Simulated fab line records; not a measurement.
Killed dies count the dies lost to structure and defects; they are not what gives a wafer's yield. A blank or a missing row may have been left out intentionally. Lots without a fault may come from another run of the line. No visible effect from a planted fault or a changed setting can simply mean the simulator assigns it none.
fab line records / flow berkeleyCmos170
record: lots: 6 wafers: 18 lastDay: 12
route steps=331 shown V2@294
lots that met no fault: taken from a fault-free run of the same line
startH: start of the lot's first displayed wafer, in hours after the record's first day / waitH: hours elapsed since this lot's preceding step / " repeats the value in the row above / L1.1+2: a single row standing in for several wafers / - value missing, or start not given / * or withheld: withheld / < > ~ a bound
route shown NAME@n: names a module that has steps shown in the file, with the first one's number in the route / usual: the fault-free wafers' mean and standard deviation / same: alike in all rows / chamber/n: place in a boat / sites: readings site by site / _std_site: standard deviation of those values / _edge_site: outer sites' mean less inner sites' / radiusMm: for every site, how far away it sits from the centre of the wafer / mask NAME#n: copy n / behind: the most recent tool/chamber to have shaped the wafer / hold: the reason the lot was held/the length of the hold in hours/how it ended / device: which transistor (n, p or np) failed to switch / end of line: the same wafers' tests at the end of the route / step lacking rows: just its recipe / killed: dies lost to structure and defects at the first sort, not the wafer's yield / map: dies across one wafer; x = killed, . = not, _ = none there
set.NAME: the setting the step ran with; set.NAME@STEP: the setting that earlier step ran with / model.NAME: the simulator's own value behind a step, which no gauge read
lots at selected steps of the route; one table per step, one row per wafer
services: a tool's chamber out of use, with start hour (startH, from the record's first day; less than 0 if before it), hours out, and reason
== steps ==
step: UCB170_V2_CMP_02
recipe: material: SiO2 downForcePsi: 6 platenRpm: 60 padVelocityMS: 0.75398
usual: motorCurrentA: 17.4/1.9 slurryFilterDpKPa: 13.51/0.14
lot.wafer=L967.3 tool=cmp-01 chamber=2 startH=222.81 waitH=0.1 motorCurrentA=17.1 slurryFilterDpKPa=13.40
lot.wafer=L967.6 tool=cmp-01 chamber=0 startH=222.81 waitH=0.1 motorCurrentA=20.2 slurryFilterDpKPa=13.51
lot.wafer=L967.5 tool=cmp-01 chamber=1 startH=222.81 waitH=0.1 motorCurrentA=16.7 slurryFilterDpKPa=13.65
lot.wafer=L969.3 tool=cmp-02 chamber=3 startH=233.71 waitH=0.1 motorCurrentA=14.6 slurryFilterDpKPa=13.38
lot.wafer=L969.2 tool=cmp-02 chamber=0 startH=233.71 waitH=0.1 motorCurrentA=16.9 slurryFilterDpKPa=13.58
lot.wafer=L969.6 tool=cmp-02 chamber=2 startH=233.71 waitH=0.1 motorCurrentA=18.1 slurryFilterDpKPa=13.20
lot.wafer=L976.4 tool=cmp-02 chamber=0 startH=275.60 waitH=0.1 motorCurrentA=15.7 slurryFilterDpKPa=13.42
lot.wafer=L976.5 tool=cmp-02 chamber=3 startH=275.60 waitH=0.1 motorCurrentA=15.2 slurryFilterDpKPa=13.43
lot.wafer=L976.6 tool=cmp-02 chamber=0 startH=275.60 waitH=0.1 motorCurrentA=16.1 slurryFilterDpKPa=13.71
lot.wafer=L978.4 tool=cmp-02 chamber=0 startH=281.43 waitH=0.1 motorCurrentA=15.8 slurryFilterDpKPa=13.56
lot.wafer=L978.1 tool=cmp-02 chamber=1 startH=281.43 waitH=0.1 motorCurrentA=18.8 slurryFilterDpKPa=13.74
lot.wafer=L978.6 tool=cmp-02 chamber=3 startH=281.43 waitH=0.1 motorCurrentA=14.3 slurryFilterDpKPa=13.67
lot.wafer=L979.4 tool=cmp-02 chamber=3 startH=282.72 waitH=0.0 motorCurrentA=15.4 slurryFilterDpKPa=13.51
lot.wafer=L979.1 tool=cmp-02 chamber=0 startH=282.72 waitH=0.0 motorCurrentA=15.9 slurryFilterDpKPa=13.60
lot.wafer=L979.3 tool=cmp-02 chamber=2 startH=282.72 waitH=0.0 motorCurrentA=18.5 slurryFilterDpKPa=13.56
lot.wafer=L982.2 tool=cmp-01 chamber=0 startH=294.74 waitH=0.0 motorCurrentA=20.4 slurryFilterDpKPa=13.38
lot.wafer=L982.5 tool=cmp-01 chamber=0 startH=294.74 waitH=0.0 motorCurrentA=20.1 slurryFilterDpKPa=13.44
lot.wafer=L982.6 tool=cmp-01 chamber=1 startH=294.74 waitH=0.0 motorCurrentA=17.0 slurryFilterDpKPa=13.36
step: UCB170_V2_BOW_MEAS_03
recipe: mode: bow
usual: V2_BOW: 38/6.4
lot.wafer=L967.3 tool=filmMetro-03 chamber=- startH=223.05 waitH=0.2 V2_BOW[um]=36
lot.wafer=L967.5 tool=filmMetro-03 chamber=- startH=223.05 waitH=0.2 V2_BOW[um]=30
lot.wafer=L967.6 tool=filmMetro-03 chamber=- startH=223.05 waitH=0.2 V2_BOW[um]=34
lot.wafer=L969.2 tool=filmMetro-04 chamber=- startH=233.98 waitH=0.2 V2_BOW[um]=39
lot.wafer=L969.3 tool=filmMetro-04 chamber=- startH=233.98 waitH=0.2 V2_BOW[um]=39
lot.wafer=L969.6 tool=filmMetro-04 chamber=- startH=233.98 waitH=0.2 V2_BOW[um]=43
lot.wafer=L976.4 tool=filmMetro-03 chamber=- startH=275.91 waitH=0.3 V2_BOW[um]=34
lot.wafer=L976.5 tool=filmMetro-03 chamber=- startH=275.91 waitH=0.3 V2_BOW[um]=39
lot.wafer=L976.6 tool=filmMetro-03 chamber=- startH=275.91 waitH=0.3 V2_BOW[um]=42
lot.wafer=L978.1 tool=filmMetro-03 chamber=- startH=281.63 waitH=0.1 V2_BOW[um]=29
lot.wafer=L978.4 tool=filmMetro-03 chamber=- startH=281.63 waitH=0.1 V2_BOW[um]=30
lot.wafer=L978.6 tool=filmMetro-03 chamber=- startH=281.63 waitH=0.1 V2_BOW[um]=39
lot.wafer=L979.1 tool=filmMetro-04 chamber=- startH=283.02 waitH=0.2 V2_BOW[um]=36
lot.wafer=L979.3 tool=filmMetro-04 chamber=- startH=283.02 waitH=0.2 V2_BOW[um]=31
lot.wafer=L979.4 tool=filmMetro-04 chamber=- startH=283.02 waitH=0.2 V2_BOW[um]=30
lot.wafer=L982.2 tool=filmMetro-04 chamber=- startH=295.06 waitH=0.3 V2_BOW[um]=28
lot.wafer=L982.5 tool=filmMetro-04 chamber=- startH=295.06 waitH=0.3 V2_BOW[um]=38
lot.wafer=L982.6 tool=filmMetro-04 chamber=- startH=295.06 waitH=0.3 V2_BOW[um]=30
step: UCB170_V2_THK_MEAS_04
recipe: reads: SiO2_of_V2_CVD_00
usual: V2_POLISHED_THK: 1000.0/1.2
lot.wafer=L967.3 tool=filmMetro-03 chamber=- startH=223.15 waitH=0.1 V2_POLISHED_THK[nm]=1001.2
lot.wafer=L967.5 tool=filmMetro-03 chamber=- startH=223.15 waitH=0.1 V2_POLISHED_THK[nm]=1000.9
lot.wafer=L967.6 tool=filmMetro-03 chamber=- startH=223.15 waitH=0.1 V2_POLISHED_THK[nm]=1004.1
lot.wafer=L969.2 tool=filmMetro-04 chamber=- startH=234.09 waitH=0.1 V2_POLISHED_THK[nm]=997.4
lot.wafer=L969.3 tool=filmMetro-04 chamber=- startH=234.09 waitH=0.1 V2_POLISHED_THK[nm]=999.3
lot.wafer=L969.6 tool=filmMetro-04 chamber=- startH=234.09 waitH=0.1 V2_POLISHED_THK[nm]=999.1
lot.wafer=L976.4 tool=filmMetro-03 chamber=- startH=276.00 waitH=0.1 V2_POLISHED_THK[nm]=998.9
lot.wafer=L976.5 tool=filmMetro-03 chamber=- startH=276.00 waitH=0.1 V2_POLISHED_THK[nm]=998.7
lot.wafer=L976.6 tool=filmMetro-03 chamber=- startH=276.00 waitH=0.1 V2_POLISHED_THK[nm]=998.7
lot.wafer=L978.1 tool=filmMetro-03 chamber=- startH=281.75 waitH=0.1 V2_POLISHED_THK[nm]=1000.8
lot.wafer=L978.4 tool=filmMetro-03 chamber=- startH=281.75 waitH=0.1 V2_POLISHED_THK[nm]=997.5
lot.wafer=L978.6 tool=filmMetro-03 chamber=- startH=281.75 waitH=0.1 V2_POLISHED_THK[nm]=999.7
lot.wafer=L979.1 tool=filmMetro-04 chamber=- startH=283.14 waitH=0.1 V2_POLISHED_THK[nm]=999.1
lot.wafer=L979.3 tool=filmMetro-04 chamber=- startH=283.14 waitH=0.1 V2_POLISHED_THK[nm]=999.6
lot.wafer=L979.4 tool=filmMetro-04 chamber=- startH=283.14 waitH=0.1 V2_POLISHED_THK[nm]=998.9
lot.wafer=L982.2 tool=filmMetro-04 chamber=- startH=295.17 waitH=0.1 V2_POLISHED_THK[nm]=1001.5
lot.wafer=L982.5 tool=filmMetro-04 chamber=- startH=295.17 waitH=0.1 V2_POLISHED_THK[nm]=1001.3
lot.wafer=L982.6 tool=filmMetro-04 chamber=- startH=295.17 waitH=0.1 V2_POLISHED_THK[nm]=1001.4
step: UCB170_V2_CLEAN_05
recipe: chemistry: DIW
step: UCB170_V2_HMDS_06
recipe: primeTimeS: 60 primeTempC: 100
step: UCB170_V2_COAT_07
recipe: resist: KrF spinRpm: 1500 resistThkNm: 900
step: UCB170_V2_SOFTBAKE_08
recipe: resist: KrF tempC: 130 timeS: 60
step: UCB170_V2_EXPOSE_09
recipe: maskId: VIA2 targetCdNm: 700 na: 0.5 sigmaOuter: 0.6 sourceShape: conventional doseMj: 37
step: UCB170_V2_PEB_10
recipe: pebTempC: 130 pebTimeS: withheld resist: KrF
step: UCB170_V2_DEVELOP_11
recipe: developer: TMAH developTimeS: 45 resist: KrF devTempC: 20.34
step: UCB170_V2_CD_MEAS_12
recipe: targetCdNm: 700
usual: cdNm: 699.9/1.3
lot.wafer=L967.3 tool=cdSem-02 chamber=- startH=225.91 waitH=- cdNm=702.0
lot.wafer=L967.5 tool=cdSem-02 chamber=- startH=225.91 waitH=- cdNm=702.6
lot.wafer=L967.6 tool=cdSem-02 chamber=- startH=225.91 waitH=- cdNm=702.1
lot.wafer=L969.2 tool=cdSem-01 chamber=- startH=235.31 waitH=- cdNm=700.6
lot.wafer=L969.3 tool=cdSem-01 chamber=- startH=235.31 waitH=- cdNm=698.9
lot.wafer=L969.6 tool=cdSem-01 chamber=- startH=235.31 waitH=- cdNm=699.7
lot.wafer=L976.4 tool=cdSem-02 chamber=- startH=277.27 waitH=- cdNm=699.8
lot.wafer=L976.5 tool=cdSem-02 chamber=- startH=277.27 waitH=- cdNm=700.0
lot.wafer=L976.6 tool=cdSem-02 chamber=- startH=277.27 waitH=- cdNm=699.5
lot.wafer=L978.1 tool=cdSem-01 chamber=- startH=282.83 waitH=- cdNm=698.9
lot.wafer=L978.4 tool=cdSem-01 chamber=- startH=282.83 waitH=- cdNm=699.7
lot.wafer=L978.6 tool=cdSem-01 chamber=- startH=282.83 waitH=- cdNm=699.4
lot.wafer=L979.1 tool=cdSem-01 chamber=- startH=284.34 waitH=- cdNm=701.8
lot.wafer=L979.3 tool=cdSem-01 chamber=- startH=284.34 waitH=- cdNm=699.9
lot.wafer=L979.4 tool=cdSem-01 chamber=- startH=284.34 waitH=- cdNm=701.2
lot.wafer=L982.2 tool=cdSem-01 chamber=- startH=296.25 waitH=- cdNm=702.3
lot.wafer=L982.5 tool=cdSem-01 chamber=- startH=296.25 waitH=- cdNm=703.6
lot.wafer=L982.6 tool=cdSem-01 chamber=- startH=296.25 waitH=- cdNm=703.0
step: UCB170_V2_OVL_MEAS_13
usual: V2_OVL: 8/5.6
lot.wafer=L967.3 tool=overlay-02 chamber=- startH=226.00 waitH=0.1 V2_OVL[nm]=7
lot.wafer=L967.5 tool=overlay-02 chamber=- startH=226.00 waitH=0.1 V2_OVL[nm]=-2
lot.wafer=L967.6 tool=overlay-02 chamber=- startH=226.00 waitH=0.1 V2_OVL[nm]=5
lot.wafer=L969.2 tool=overlay-02 chamber=- startH=235.41 waitH=0.1 V2_OVL[nm]=14
lot.wafer=L969.3 tool=overlay-02 chamber=- startH=235.41 waitH=0.1 V2_OVL[nm]=6
lot.wafer=L969.6 tool=overlay-02 chamber=- startH=235.41 waitH=0.1 V2_OVL[nm]=7
lot.wafer=L976.4 tool=overlay-02 chamber=- startH=277.35 waitH=0.1 V2_OVL[nm]=12
lot.wafer=L976.5 tool=overlay-02 chamber=- startH=277.35 waitH=0.1 V2_OVL[nm]=9
lot.wafer=L976.6 tool=overlay-02 chamber=- startH=277.35 waitH=0.1 V2_OVL[nm]=14
lot.wafer=L978.1 tool=overlay-01 chamber=- startH=282.95 waitH=0.1 V2_OVL[nm]=7
lot.wafer=L978.4 tool=overlay-01 chamber=- startH=282.95 waitH=0.1 V2_OVL[nm]=11
lot.wafer=L978.6 tool=overlay-01 chamber=- startH=282.95 waitH=0.1 V2_OVL[nm]=5
lot.wafer=L979.1 tool=overlay-02 chamber=- startH=284.46 waitH=0.1 V2_OVL[nm]=11
lot.wafer=L979.3 tool=overlay-02 chamber=- startH=284.46 waitH=0.1 V2_OVL[nm]=13
lot.wafer=L979.4 tool=overlay-02 chamber=- startH=284.46 waitH=0.1 V2_OVL[nm]=20
lot.wafer=L982.2 tool=overlay-01 chamber=- startH=296.36 waitH=0.1 V2_OVL[nm]=18
lot.wafer=L982.5 tool=overlay-01 chamber=- startH=296.36 waitH=0.1 V2_OVL[nm]=13
lot.wafer=L982.6 tool=overlay-01 chamber=- startH=296.36 waitH=0.1 V2_OVL[nm]=15
step: UCB170_V2_ETCH_14
recipe: chemistry: CHF3/CF4/Ar target: SiO2 stopOn: Al CHF3_flow_sccm: 45 cf4FlowSccm: 15 Ar_flow_sccm: 150 pressureMtorr: 200 rfW: 710 targetDepthA: 12500 overEtchFrac: 0.25 timeS: 291
usual: drypumpMotorCurrentA: 5.8/0.64 oesProductAu: 0.867/0.012 throttleValvePct: 6.93/0.11
lot.wafer=L967.3 tool=rieDiel-02 chamber=0 startH=226.03 waitH=0.0 drypumpMotorCurrentA=6.2 oesProductAu=0.877 rfHoursCounterH=35 throttleValvePct=6.83 model.KrF_of_V2_COAT_07.thkNm=618.2
lot.wafer=L967.5 tool=rieDiel-02 chamber=3 startH=226.03 waitH=0.0 drypumpMotorCurrentA=5.7 oesProductAu=0.852 rfHoursCounterH=- throttleValvePct=6.80 model.KrF_of_V2_COAT_07.thkNm=617.3
lot.wafer=L967.6 tool=rieDiel-02 chamber=2 startH=226.03 waitH=0.0 drypumpMotorCurrentA=4.8 oesProductAu=0.876 rfHoursCounterH=- throttleValvePct=7.05 model.KrF_of_V2_COAT_07.thkNm=622.8
lot.wafer=L969.2 tool=rieDiel-03 chamber=2 startH=235.44 waitH=0.0 drypumpMotorCurrentA=5.4 oesProductAu=0.862 rfHoursCounterH=67 throttleValvePct=7.13 model.KrF_of_V2_COAT_07.thkNm=607.8
lot.wafer=L969.3 tool=rieDiel-03 chamber=3 startH=235.44 waitH=0.0 drypumpMotorCurrentA=6.8 oesProductAu=0.880 rfHoursCounterH=6 throttleValvePct=7.00 model.KrF_of_V2_COAT_07.thkNm=608.4
lot.wafer=L969.6 tool=rieDiel-03 chamber=0 startH=235.44 waitH=0.0 drypumpMotorCurrentA=5.4 oesProductAu=0.844 rfHoursCounterH=- throttleValvePct=6.92 model.KrF_of_V2_COAT_07.thkNm=610.3
lot.wafer=L976.4 tool=rieDiel-02 chamber=3 startH=277.37 waitH=0.0 drypumpMotorCurrentA=5.7 oesProductAu=0.852 rfHoursCounterH=7 throttleValvePct=6.80 model.KrF_of_V2_COAT_07.thkNm=654.9
lot.wafer=L976.5 tool=rieDiel-02 chamber=1 startH=277.37 waitH=0.0 drypumpMotorCurrentA=6.4 oesProductAu=0.862 rfHoursCounterH=- throttleValvePct=6.85 model.KrF_of_V2_COAT_07.thkNm=653.3
lot.wafer=L976.6 tool=rieDiel-02 chamber=2 startH=277.37 waitH=0.0 drypumpMotorCurrentA=4.7 oesProductAu=0.873 rfHoursCounterH=- throttleValvePct=7.04 model.KrF_of_V2_COAT_07.thkNm=650.8
lot.wafer=L978.1 tool=rieDiel-02 chamber=0 startH=282.98 waitH=0.0 drypumpMotorCurrentA=6.2 oesProductAu=0.885 rfHoursCounterH=38 throttleValvePct=6.83 model.KrF_of_V2_COAT_07.thkNm=653.8
lot.wafer=L978.4 tool=rieDiel-02 chamber=2 startH=282.98 waitH=0.0 drypumpMotorCurrentA=4.7 oesProductAu=0.869 rfHoursCounterH=3 throttleValvePct=7.07 model.KrF_of_V2_COAT_07.thkNm=654.5
lot.wafer=L978.6 tool=rieDiel-02 chamber=0 startH=282.98 waitH=0.0 drypumpMotorCurrentA=6.2 oesProductAu=0.878 rfHoursCounterH=- throttleValvePct=6.82 model.KrF_of_V2_COAT_07.thkNm=651.9
lot.wafer=L979.1 tool=rieDiel-04 chamber=1 startH=284.50 waitH=0.0 drypumpMotorCurrentA=5.4 oesProductAu=0.876 rfHoursCounterH=103 throttleValvePct=7.05 model.KrF_of_V2_COAT_07.thkNm=605.4
lot.wafer=L979.3 tool=rieDiel-04 chamber=3 startH=284.50 waitH=0.0 drypumpMotorCurrentA=5.1 oesProductAu=0.873 rfHoursCounterH=92 throttleValvePct=6.86 model.KrF_of_V2_COAT_07.thkNm=614.8
lot.wafer=L979.4 tool=rieDiel-04 chamber=2 startH=284.50 waitH=0.0 drypumpMotorCurrentA=6.5 oesProductAu=0.879 rfHoursCounterH=41 throttleValvePct=6.83 model.KrF_of_V2_COAT_07.thkNm=612.2
lot.wafer=L982.2 tool=rieDiel-03 chamber=3 startH=296.39 waitH=0.0 drypumpMotorCurrentA=6.9 oesProductAu=0.872 rfHoursCounterH=9 throttleValvePct=7.00 model.KrF_of_V2_COAT_07.thkNm=601.5
lot.wafer=L982.5 tool=rieDiel-03 chamber=1 startH=296.39 waitH=0.0 drypumpMotorCurrentA=5.2 oesProductAu=0.878 rfHoursCounterH=- throttleValvePct=6.80 model.KrF_of_V2_COAT_07.thkNm=619.6
lot.wafer=L982.6 tool=rieDiel-03 chamber=2 startH=296.39 waitH=0.0 drypumpMotorCurrentA=5.4 oesProductAu=0.870 rfHoursCounterH=- throttleValvePct=7.13 model.KrF_of_V2_COAT_07.thkNm=606.1
step: UCB170_V2_STRIP_15
recipe: chemistry: O2 powerW: 400 pressureMtorr: 3500 platenTempC: withheld o2FlowSccm: 400 overashFraction: 0.5
usual: drypumpMotorCurrentA: 5.71/0.25 oesProductAu: 0.722/0.0046 stripTimeToEndpointS: 15.33/0.12
lot.wafer=L967.3 tool=plasmaAsher-03 chamber=0 startH=226.24 waitH=0.1 drypumpMotorCurrentA=5.60 oesProductAu=0.728 rfHoursCounterH=- stripTimeToEndpointS=15.51
lot.wafer=L967.5 tool=plasmaAsher-03 chamber=0 startH=226.24 waitH=0.1 drypumpMotorCurrentA=5.62 oesProductAu=0.726 rfHoursCounterH=- stripTimeToEndpointS=15.47
lot.wafer=L967.6 tool=plasmaAsher-03 chamber=1 startH=226.24 waitH=0.1 drypumpMotorCurrentA=5.59 oesProductAu=0.726 rfHoursCounterH=- stripTimeToEndpointS=15.62
lot.wafer=L969.2 tool=plasmaAsher-04 chamber=0 startH=235.62 waitH=0.1 drypumpMotorCurrentA=5.65 oesProductAu=0.720 rfHoursCounterH=50 stripTimeToEndpointS=15.25
lot.wafer=L969.3 tool=plasmaAsher-04 chamber=1 startH=235.62 waitH=0.1 drypumpMotorCurrentA=6.05 oesProductAu=0.723 rfHoursCounterH=- stripTimeToEndpointS=15.28
lot.wafer=L969.6 tool=plasmaAsher-04 chamber=0 startH=235.62 waitH=0.1 drypumpMotorCurrentA=5.65 oesProductAu=0.729 rfHoursCounterH=- stripTimeToEndpointS=15.33
lot.wafer=L976.4 tool=plasmaAsher-04 chamber=0 startH=277.58 waitH=0.1 drypumpMotorCurrentA=5.65 oesProductAu=0.731 rfHoursCounterH=- stripTimeToEndpointS=16.30
lot.wafer=L976.5 tool=plasmaAsher-04 chamber=1 startH=277.58 waitH=0.1 drypumpMotorCurrentA=6.07 oesProductAu=0.724 rfHoursCounterH=- stripTimeToEndpointS=16.27
lot.wafer=L976.6 tool=plasmaAsher-04 chamber=0 startH=277.58 waitH=0.1 drypumpMotorCurrentA=5.66 oesProductAu=0.724 rfHoursCounterH=- stripTimeToEndpointS=16.21
lot.wafer=L978.1 tool=plasmaAsher-04 chamber=0 startH=283.16 waitH=0.1 drypumpMotorCurrentA=5.65 oesProductAu=0.725 rfHoursCounterH=55 stripTimeToEndpointS=16.29
lot.wafer=L978.4 tool=plasmaAsher-04 chamber=1 startH=283.16 waitH=0.1 drypumpMotorCurrentA=6.08 oesProductAu=0.728 rfHoursCounterH=- stripTimeToEndpointS=16.28
lot.wafer=L978.6 tool=plasmaAsher-04 chamber=0 startH=283.16 waitH=0.1 drypumpMotorCurrentA=5.66 oesProductAu=0.724 rfHoursCounterH=- stripTimeToEndpointS=16.24
lot.wafer=L979.1 tool=plasmaAsher-03 chamber=1 startH=284.68 waitH=0.1 drypumpMotorCurrentA=5.58 oesProductAu=0.726 rfHoursCounterH=17 stripTimeToEndpointS=15.21
lot.wafer=L979.3 tool=plasmaAsher-03 chamber=0 startH=284.68 waitH=0.1 drypumpMotorCurrentA=5.62 oesProductAu=0.723 rfHoursCounterH=- stripTimeToEndpointS=15.41
lot.wafer=L979.4 tool=plasmaAsher-03 chamber=1 startH=284.68 waitH=0.1 drypumpMotorCurrentA=5.58 oesProductAu=0.720 rfHoursCounterH=- stripTimeToEndpointS=15.37
lot.wafer=L982.2 tool=plasmaAsher-03 chamber=0 startH=296.57 waitH=0.1 drypumpMotorCurrentA=5.63 oesProductAu=0.724 rfHoursCounterH=18 stripTimeToEndpointS=15.10
lot.wafer=L982.5 tool=plasmaAsher-03 chamber=1 startH=296.57 waitH=0.1 drypumpMotorCurrentA=5.54 oesProductAu=0.724 rfHoursCounterH=- stripTimeToEndpointS=15.53
lot.wafer=L982.6 tool=plasmaAsher-03 chamber=0 startH=296.57 waitH=0.1 drypumpMotorCurrentA=5.62 oesProductAu=0.724 rfHoursCounterH=- stripTimeToEndpointS=15.22
step: UCB170_V2_CD_MEAS_90
recipe: targetCdNm: 700
usual: cdNm: 700.2/1.4
lot.wafer=L967.3 tool=cdSem-01 chamber=- startH=226.35 waitH=0.1 cdNm=701.3
lot.wafer=L967.5 tool=cdSem-01 chamber=- startH=226.35 waitH=0.1 cdNm=703.9
lot.wafer=L967.6 tool=cdSem-01 chamber=- startH=226.35 waitH=0.1 cdNm=702.4
lot.wafer=L969.2 tool=cdSem-02 chamber=- startH=235.74 waitH=0.1 cdNm=700.0
lot.wafer=L969.3 tool=cdSem-02 chamber=- startH=235.74 waitH=0.1 cdNm=700.3
lot.wafer=L969.6 tool=cdSem-02 chamber=- startH=235.74 waitH=0.1 cdNm=699.3
lot.wafer=L976.4 tool=cdSem-01 chamber=- startH=277.70 waitH=0.1 cdNm=699.3
lot.wafer=L976.5 tool=cdSem-01 chamber=- startH=277.70 waitH=0.1 cdNm=698.4
lot.wafer=L976.6 tool=cdSem-01 chamber=- startH=277.70 waitH=0.1 cdNm=698.2
lot.wafer=L978.1 tool=cdSem-02 chamber=- startH=283.26 waitH=0.1 cdNm=697.1
lot.wafer=L978.4 tool=cdSem-02 chamber=- startH=283.26 waitH=0.1 cdNm=698.8
lot.wafer=L978.6 tool=cdSem-02 chamber=- startH=283.26 waitH=0.1 cdNm=698.0
lot.wafer=L979.1 tool=cdSem-01 chamber=- startH=284.78 waitH=0.1 cdNm=702.6
lot.wafer=L979.3 tool=cdSem-01 chamber=- startH=284.78 waitH=0.1 cdNm=701.3
lot.wafer=L979.4 tool=cdSem-01 chamber=- startH=284.78 waitH=0.1 cdNm=702.8
lot.wafer=L982.2 tool=cdSem-02 chamber=- startH=296.69 waitH=0.1 cdNm=702.0
lot.wafer=L982.5 tool=cdSem-02 chamber=- startH=296.69 waitH=0.1 cdNm=702.6
lot.wafer=L982.6 tool=cdSem-02 chamber=- startH=296.69 waitH=0.1 cdNm=703.1
== services ==
tool=rieDiel-03 chamber=3 startH=204.51 hours=9.3 kind=repair
tool=rieDiel-02 chamber=2 startH=204.85 hours=- kind=clean
tool=rieDiel-02 chamber=2 startH=204.85 hours=17.8 kind=scheduledDown
tool=rieDiel-02 chamber=2 startH=204.85 hours=17.8 kind=ventCycle
tool=rieDiel-02 chamber=1 startH=207.48 hours=3.6 kind=repair
tool=cmp-01 chamber=- startH=210.97 hours=5.5 kind=pm
tool=rieDiel-04 chamber=0 startH=222.63 hours=2.7 kind=repair
tool=cmp-02 chamber=- startH=225.21 hours=0.7 kind=repair
tool=cmp-01 chamber=- startH=232.00 hours=4.0 kind=pm
tool=cmp-01 chamber=- startH=236.00 hours=- kind=consumableReplace:conditioner
tool=cmp-01 chamber=- startH=236.00 hours=- kind=consumableReplace:pad
tool=rieDiel-04 chamber=1 startH=243.02 hours=8.8 kind=repair
tool=rieDiel-04 chamber=0 startH=247.68 hours=3.8 kind=repair
tool=cmp-01 chamber=- startH=251.24 hours=4.2 kind=repair
tool=cmp-02 chamber=- startH=255.41 hours=5.5 kind=pm
tool=plasmaAsher-03 chamber=- startH=265.03 hours=10.4 kind=repair
== key ==
firstSign: step: UCB170_V2_STRIP_15 reading: stripTimeToEndpointS direction: up sigmas: 7.8 usual: * struck: *
effect none on later readings
modelEffect: step: UCB170_V2_ETCH_14 value: KrF_of_V2_COAT_07.thkNm without: 611.8 struck: 653.2
metAt UCB170_V2_ETCH_14
struckWafers L976.4,L976.5,L976.6,L978.1,L978.4,L978.6
sortLeftOut L976.4,L976.5,L976.6
onsetBetween 226.03 277.37
alsoFits UCB170_V2_STRIP_15:plasmaAsher-04
fault: kind: processParameterDrift tool: rieDiel-02 chamber: - onsetH: 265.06 steps: UCB170_V2_ETCH_14 channel: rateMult offset: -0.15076 shape: step endH: 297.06
sortLeftOut: the simulated sort isn't trusted on such a fault, so these wafers' sort isn't shown, and their yield isn't known
